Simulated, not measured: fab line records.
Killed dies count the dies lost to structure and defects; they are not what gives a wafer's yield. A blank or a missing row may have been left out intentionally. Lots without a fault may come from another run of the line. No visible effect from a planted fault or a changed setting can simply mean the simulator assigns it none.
Chamber matching ; flow berkeley_cmos170 ; 4 sister chambers for UCB170_V2_CMP_02 on cmp-02
The step polishes SiO2. 8 wafers are shown with their chamber, then 8 later ones without.

## WAFERS PAIRED WITH THEIR CHAMBERS
wafer;chamber;motor_current_A (A)
L783.1;0;16.8
L783.5;0;16.7
L784.6;1;17.5
L786.6;2;15.0
L792.1;2;16.0
L792.2;1;18.4
L792.3;3;15.0
L796.2;3;15.5

## WAFERS MISSING THEIR CHAMBER
wafer;motor_current_A (A)
L796.4;14.6
L796.6;14.7
L803.1;18.0
L803.4;15.3
L803.6;15.1
L804.1;16.3
L804.2;16.3
L804.3;17.3

## CHAMBER TAKEN BY EACH
wafer;from the rows above;in truth
L796.4;can't be placed: 3 or 2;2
L796.6;can't be placed: 3 or 2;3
L803.1;1;1
L803.4;can't be placed: 3 or 2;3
L803.6;can't be placed: 3 or 2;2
L804.1;can't be placed: 0 or 2 or 3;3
L804.2;can't be placed: 0 or 2 or 3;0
L804.3;can't be placed: 0 or 1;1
1 of 8 placed correctly. These rows do not allow placing 7 (true chamber among the candidates in 7). 0 placed wrongly.
How it was worked out, from the rows above alone: a wafer's distance from a chamber is the root of the sum, over the readings, of the square of ((its reading less the chamber's mean) divided by the reading's scatter). The wafer belongs to the nearest chamber; if the next one is less than 2 further off, it can't be placed. A chamber's mean is the mean of its shown wafers. The scatter: the root of (the sum of the squares of (reading less its chamber's mean) over the shown wafers, divided by (wafers less chambers)).
